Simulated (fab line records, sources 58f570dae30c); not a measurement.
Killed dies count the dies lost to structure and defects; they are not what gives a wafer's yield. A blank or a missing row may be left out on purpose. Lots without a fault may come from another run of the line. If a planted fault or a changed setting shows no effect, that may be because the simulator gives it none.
The tool behind it: which one?    flow berkeley-cmos170    42 wafers from 14 lots sampled at 4 of the route's 331 steps

## WHAT THE GAUGES SHOWED, per wafer
UCB170_ACTIVE_CD_MEAS_13: target cd 1200 nm.
lot   measured     on         cd-nm (nm)
L381  day 5 02:46  cd-sem-02  1199.2 1200.5 1199.6
L382  day 5 17:47  cd-sem-02  1198.8 1199.7 1198.2
L386  day 6 03:47  cd-sem-02  1200.3 1200.8 1199.5
L384  day 6 03:53  cd-sem-02  1200.3 1200.4 1198.9
L390  day 7 00:44  cd-sem-02  1203.7 1203.9 1202.9
L392  day 7 00:59  cd-sem-02  1199.9 1200.7 1202.0
L387  day 7 01:04  cd-sem-01  1201.9 1200.9 1202.4
L391  day 7 02:02  cd-sem-02  1199.9 1200.7 1200.2
L394  day 7 14:46  cd-sem-02  1198.5 1199.1 1198.5
L393  day 7 15:04  cd-sem-02  1201.6 1200.8 1200.5
L395  day 8 01:55  cd-sem-02  1201.8 1202.6 1202.0
L396  day 8 02:16  cd-sem-02  1200.5 1201.7 1201.4
L403  day 9 11:40  cd-sem-02  1199.2 1199.4 1199.9
L404  day 9 16:47  cd-sem-01  1201.3 1200.1 1201.1

UCB170_ACTIVE_CD_MEAS_90: target cd 1200 nm.
lot   measured     on         cd-nm (nm)
L381  day 5 03:08  cd-sem-02  1199.6 1200.7 1199.4
L382  day 5 18:08  cd-sem-02  1198.7 1199.4 1198.1
L386  day 6 04:14  cd-sem-01  1200.6 1201.2 1199.7
L384  day 6 04:19  cd-sem-01  1200.4 1200.9 1199.2
L390  day 7 01:06  cd-sem-02  1204.0 1203.7 1202.7
L392  day 7 01:20  cd-sem-01  1200.4 1200.7 1202.1
L387  day 7 01:25  cd-sem-02  1201.7 1201.0 1202.2
L391  day 7 02:24  cd-sem-02  1199.5 1201.0 1200.4
L394  day 7 15:07  cd-sem-01  1198.6 1199.5 1198.1
L393  day 7 15:25  cd-sem-02  1201.7 1200.7 1200.6
L395  day 8 02:19  cd-sem-01  1201.7 1202.3 1202.1
L396  day 8 02:43  cd-sem-02  1200.7 1202.0 1201.9
L403  day 9 12:16  cd-sem-02  1199.8 1199.2 1200.0
L404  day 9 17:08  cd-sem-01  1200.9 1200.6 1200.9

UCB170_SCREENOX_THK_MEAS_02.
lot   measured      on             SCREENOX_OXIDE_THK (nm)
L381  day 6 11:10   film-metro-01  14.31 14.19 14.40
L382  day 6 22:24   film-metro-02  14.38 14.17 14.15
L386  day 7 06:49   film-metro-03  14.25 14.24 14.46
L384  day 7 06:51   film-metro-03  14.66 14.67 14.31
L390  day 8 04:08   film-metro-02  14.27 14.02 14.45
L392  day 8 04:05   film-metro-01  14.29 14.21 14.34
L387  day 8 04:09   film-metro-03  14.52 14.62 14.46
L393  day 8 21:56   film-metro-03  14.22 14.17 14.30
L395  day 9 11:14   film-metro-03  14.25 14.33 14.51
L396  day 9 11:11   film-metro-03  14.52 14.74 14.60
L403  day 10 17:56  film-metro-01  14.54 14.28 14.30
L404  day 11 00:56  film-metro-01  14.49 14.55 14.48

## WHICH TOOL RAN EACH LOT (tool, then ch and the chambers of the sampled wafers, then the start)
lot   UCB170_ACTIVE_STRIP_16
L381  plasma-asher-01 ch 0,1, day 5 03:01
L382  plasma-asher-01 ch 0,1, day 5 18:02
L386  plasma-asher-02 ch 0,1, day 6 04:02
L384  plasma-asher-03 ch 0,1, day 6 04:08
L390  plasma-asher-03 ch 0,1, day 7 01:00
L392  plasma-asher-02 ch 0,1, day 7 01:13
L387  plasma-asher-01 ch 0,1, day 7 01:19
L391  plasma-asher-01 ch 1, day 7 02:17
L394  plasma-asher-01 ch 0,1, day 7 15:01
L393  plasma-asher-01 ch 0,1, day 7 15:17
L395  plasma-asher-03 ch 0,1, day 8 02:11
L396  plasma-asher-02 ch 0,1, day 8 02:31
L403  plasma-asher-01 ch 0,1, day 9 11:55
L404  plasma-asher-03 ch 0,1, day 9 17:01
- UCB170_ACTIVE_STRIP_16: strips in O2.

## AS READ BY THE TOOLS THEMSELVES (means over the sampled wafers that have a number; for cases with no such wafer, the mark the record gives instead)
UCB170_ACTIVE_STRIP_16.
lot   tool             chamber-pressure-mTorr (mTorr)  drypump-motor-current-A (A)  oes-product-au (a.u.)  strip-time-to-endpoint-s (s)
L381  plasma-asher-01  3501                            5.9                          0.718                  18.12
L382  plasma-asher-01  3503                            5.9                          0.716                  18.28
L386  plasma-asher-02  3499                            6.2                          0.722                  18.16
L384  plasma-asher-03  3499                            5.9                          0.722                  18.08
L390  plasma-asher-03  3497                            5.9                          0.716                  18.14
L392  plasma-asher-02  3503                            6.3                          0.723                  18.14
L387  plasma-asher-01  3503                            5.9                          0.720                  18.10
L391  plasma-asher-01  -                               -                            -                      -
L394  plasma-asher-01  -                               -                            -                      -
L393  plasma-asher-01  3502                            6.2                          0.724                  18.20
L395  plasma-asher-03  3503                            6.1                          0.723                  18.09
L396  plasma-asher-02  3500                            6.3                          0.722                  18.22
L403  plasma-asher-01  3502                            6.1                          0.720                  18.14
L404  plasma-asher-03  3502                            5.9                          0.717                  18.17

## THE ANSWER, worked out from the rows above alone
Rule: what is usual is taken from the lots themselves. Put in order of their means at a reading, lots are off if they are a third of the lots or fewer, leave a main group of 4 or more, and stand apart from it by a gap of 3 or more times the standard deviation of the main group's means; of several such gaps the widest counts. A main group whose means are all the same, to the digits that the tables above print for the reading, isn't used. A lot without any number at a reading at which 4 lots or more have one is off too. Any other lot the step has rows for is counted as sound. Order of review: gauges by route order, followed by the tools' own readings, for which a lot's mean as printed above is used. The first step at which some lot is off is used, and at that step the reading that is off furthest; a lot without a number counts as furthest.
Off: L391, L394 (UCB170_ACTIVE_STRIP_16, chamber-pressure-mTorr). Without a number there: L391, L394. The main group: mean 3501 mTorr, standard deviation 1.9.
A tool fits if, at that step or a process step before it, it ran every lot that is off, and no sound lot after the first of them. Of those tried, none fits.

## WHAT HAD BEEN PUT IN BY THE SIMULATOR
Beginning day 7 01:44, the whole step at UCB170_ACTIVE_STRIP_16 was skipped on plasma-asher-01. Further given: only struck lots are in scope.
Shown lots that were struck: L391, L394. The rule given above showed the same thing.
